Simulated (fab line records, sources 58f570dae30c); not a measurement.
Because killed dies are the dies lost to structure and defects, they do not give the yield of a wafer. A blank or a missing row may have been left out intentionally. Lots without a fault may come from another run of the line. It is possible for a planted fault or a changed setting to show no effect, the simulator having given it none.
What tool caused it? | flow berkeleyCmos170 | 14 lots, 42 wafers sampled, at 5 steps of a route of 331

WHAT EACH GAUGE READ, for each wafer
UCB170_START_BOW_MEAS_00.
lot  | measured    | on           | INCOMING_BOW (um)
L530 | day 2 11:00 | filmMetro-04 | -3 4 -7
L532 | day 2 21:01 | filmMetro-01 | 7 -4 -1
L533 | day 3 02:02 | filmMetro-02 | -12 -11 1
L535 | day 3 12:00 | filmMetro-04 | -2 1 7
L536 | day 3 17:02 | filmMetro-02 | -9 -2 0
L537 | day 3 22:01 | filmMetro-01 | 4 -9 4
L538 | day 4 03:00 | filmMetro-02 | -2 7 -6
L539 | day 4 08:01 | filmMetro-04 | 4 -10 -6
L540 | day 4 13:01 | filmMetro-02 | -6 -2 3
L541 | day 4 18:01 | filmMetro-01 | 1 2 -5
L542 | day 4 23:00 | filmMetro-02 | 1 5 2
L544 | day 5 09:00 | filmMetro-01 | -3 -2 1
L547 | day 6 00:02 | filmMetro-02 | 1 -9 -10
L548 | day 6 05:00 | filmMetro-01 | -2 -4 5

UCB170_ACTIVE_THK_MEAS_03.
lot  | measured    | on           | ACTIVE_OXIDE_THK (nm)
L530 | day 5 10:13 | filmMetro-02 | 26.7 26.3 26.4
L532 | day 5 19:02 | filmMetro-02 | 25.9 25.5 25.5
L533 | day 6 05:16 | filmMetro-02 | 26.4 26.3 26.4
L535 | day 6 21:53 | filmMetro-01 | 25.9 25.9 25.9
L536 | day 6 21:55 | filmMetro-04 | 26.6 26.5 26.8
L537 | day 6 21:54 | filmMetro-02 | 26.3 25.8 25.9
L538 | day 7 11:49 | filmMetro-04 | 26.7 26.2 26.7
L539 | day 7 11:50 | filmMetro-02 | 26.4 25.8 25.9
L540 | day 7 15:41 | filmMetro-04 | 26.4 26.4 26.7
L541 | day 7 15:41 | filmMetro-01 | 26.6 27.2 26.6
L542 | day 8 11:05 | filmMetro-01 | 25.1 25.4 25.1
L544 | day 8 11:05 | filmMetro-02 | 26.4 26.5 26.5
L547 | day 8 18:19 | filmMetro-01 | 25.7 25.8 26.1
L548 | day 9 17:14 | filmMetro-01 | 26.2 26.3 26.2

UCB170_PFIELD_TW_MEAS_09.
lot  | measured     | on           | PFIELD_TW
L530 | day 6 02:23  | filmMetro-02 | 599 598 600
L532 | day 6 07:33  | filmMetro-01 | 599 598 600
L533 | day 6 16:40  | filmMetro-02 | 599 602 607
L535 | day 7 13:00  | filmMetro-01 | 597 598 598
L536 | day 7 13:10  | filmMetro-03 | 600 601 603
L537 | day 7 12:52  | filmMetro-03 | 601 600 602
L538 | day 7 21:35  | filmMetro-03 | 600 603 599
L539 | day 7 21:30  | filmMetro-01 | 596 601 598
L540 | day 8 04:33  | filmMetro-02 | 642 644 646
L541 | day 8 04:57  | filmMetro-01 | 593 593 594
L542 | day 8 21:42  | filmMetro-01 | 593 594 592
L544 | day 8 21:30  | filmMetro-03 | 645 643 643
L547 | day 9 09:26  | filmMetro-02 | 596 596 600
L548 | day 10 10:19 | filmMetro-02 | 597 596 598

UCB170_CONTACT_OVL_MEAS_16.
lot  | measured     | on         | CONTACT_OVL (nm)
L530 | day 9 11:59  | overlay-01 | -11 -5 -5
L532 | day 9 19:12  | overlay-01 | -8 2 2
L533 | day 10 00:51 | overlay-01 | 3 -9 -8
L535 | day 10 16:43 | overlay-02 | 5 4 11
L536 | day 10 18:38 | overlay-02 | 1 2 5
L537 | day 10 15:35 | overlay-02 | -3 5 3
L538 | day 11 03:05 | overlay-02 | -1 -8 4
L539 | day 11 01:34 | overlay-01 | 7 0 -6
L540 | day 11 00:44 | overlay-02 | -13 -9 -15
L541 | day 11 02:29 | overlay-01 | 8 5 0
L542 | day 12 07:14 | overlay-02 | 1 0 -5
L544 | day 12 07:31 | overlay-01 | -1 -4 -3
L547 | day 12 12:07 | overlay-01 | -2 -9 -6
L548 | day 13 08:35 | overlay-02 | 2 6 -2

TOOL THAT RAN EACH LOT (tool first, then ch and the chambers of the sampled wafers, then the start)
lot  | UCB170_PFIELD_IMPLANT_07
L530 | implanter-02 ch 0, day 6 02:08
L532 | implanter-01 ch 0, day 6 07:19
L533 | implanter-02 ch 0, day 6 16:26
L535 | implanter-02 ch 0, day 7 12:45
L536 | implanter-02 ch 0, day 7 12:57
L537 | implanter-02 ch 0, day 7 12:38
L538 | implanter-04 ch 0, day 7 21:20
L539 | implanter-02 ch 0, day 7 21:16
L540 | implanter-02 ch 0, day 8 04:19
L541 | implanter-04 ch 0, day 8 04:43
L542 | implanter-01 ch 0, day 8 21:27
L544 | implanter-02 ch 0, day 8 21:15
L547 | implanter-04 ch 0, day 9 09:13
L548 | implanter-01 ch 0, day 10 10:04
- UCB170_PFIELD_IMPLANT_07

AS READ BY THE TOOLS THEMSELVES (means over the sampled wafers that have a number; for cases with no such wafer, the mark the record gives instead)
UCB170_PFIELD_IMPLANT_07.
lot  | tool         | doseIonsCm2 | faradayCurrentUA
L530 | implanter-02 | 2.0022e+13  | 64.7
L532 | implanter-01 | 2.0004e+13  | 63.9
L533 | implanter-02 | 2.0023e+13  | 63.4
L535 | implanter-02 | 2.0003e+13  | 63.0
L536 | implanter-02 | 1.9997e+13  | 63.6
L537 | implanter-02 | 2.0024e+13  | 63.9
L538 | implanter-04 | 2.0003e+13  | 62.9
L539 | implanter-02 | 2.0019e+13  | 63.7
L540 | implanter-02 | 2.4814e+13  | 79.0
L541 | implanter-04 | 2.0003e+13  | 63.6
L542 | implanter-01 | 2.0017e+13  | 63.8
L544 | implanter-02 | 2.4813e+13  | 78.9
L547 | implanter-04 | 2.0010e+13  | 63.5
L548 | implanter-01 | 2.0026e+13  | 63.5

THE ANSWER, worked out from the rows above alone
Rule: what is usual is taken from the lots themselves. The widest of any qualifying gaps counts: lots, ordered by their means at a reading, are off when they make up no more than a third of the lots, leave a main group of 4 or more, and stand apart from it by 3 or more times the standard deviation of that group's means. The tables above print the reading to a certain number of digits; a main group whose means all agree to those digits is not used. Also off: a lot with no number at a reading for which 4 or more lots have one. Where the step has rows for the other lots, those lots are counted as sound. Order of review: gauges by route order, followed by the tools' own readings, for which a lot's mean as printed above is used. The first step at which some lot is off is used, and at that step the reading that is off furthest; a lot without a number counts as furthest.
Off: L540, L544, seen at UCB170_PFIELD_TW_MEAS_09 (PFIELD_TW). Mean 598 and standard deviation 2.9 in the main group.
If a tool, at a process step before that reading, ran all the lots that are off and no sound lot after the first of them, it fits. Not tried: the gauges at UCB170_PFIELD_TW_MEAS_09; whatever is off there is also off at UCB170_PFIELD_IMPLANT_07, on other tools, and gauge error can't account for it. One fits: implanter-02 at UCB170_PFIELD_IMPLANT_07. A fault onset in the window from L539 (day 7 21:16, its last sound lot) to L540 (day 8 04:19, its first lot off) fits.
The tool's own readings at UCB170_PFIELD_IMPLANT_07 bear it out: on the lots that are off they differ by more than 5 times the standard deviation of the sound lots' means. doseIonsCm2 reads 2.4814e+13 there against 2.0013e+13 on the sound lots; faradayCurrentUA reads 79.0 there against 63.6 on the sound lots.

WHAT THE SIMULATOR HAD PUT IN
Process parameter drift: implanter-02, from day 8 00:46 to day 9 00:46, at UCB170_PFIELD_IMPLANT_07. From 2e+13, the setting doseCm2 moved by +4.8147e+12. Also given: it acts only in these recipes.
Lots struck among those shown: L540, L544. The rule above found the same.
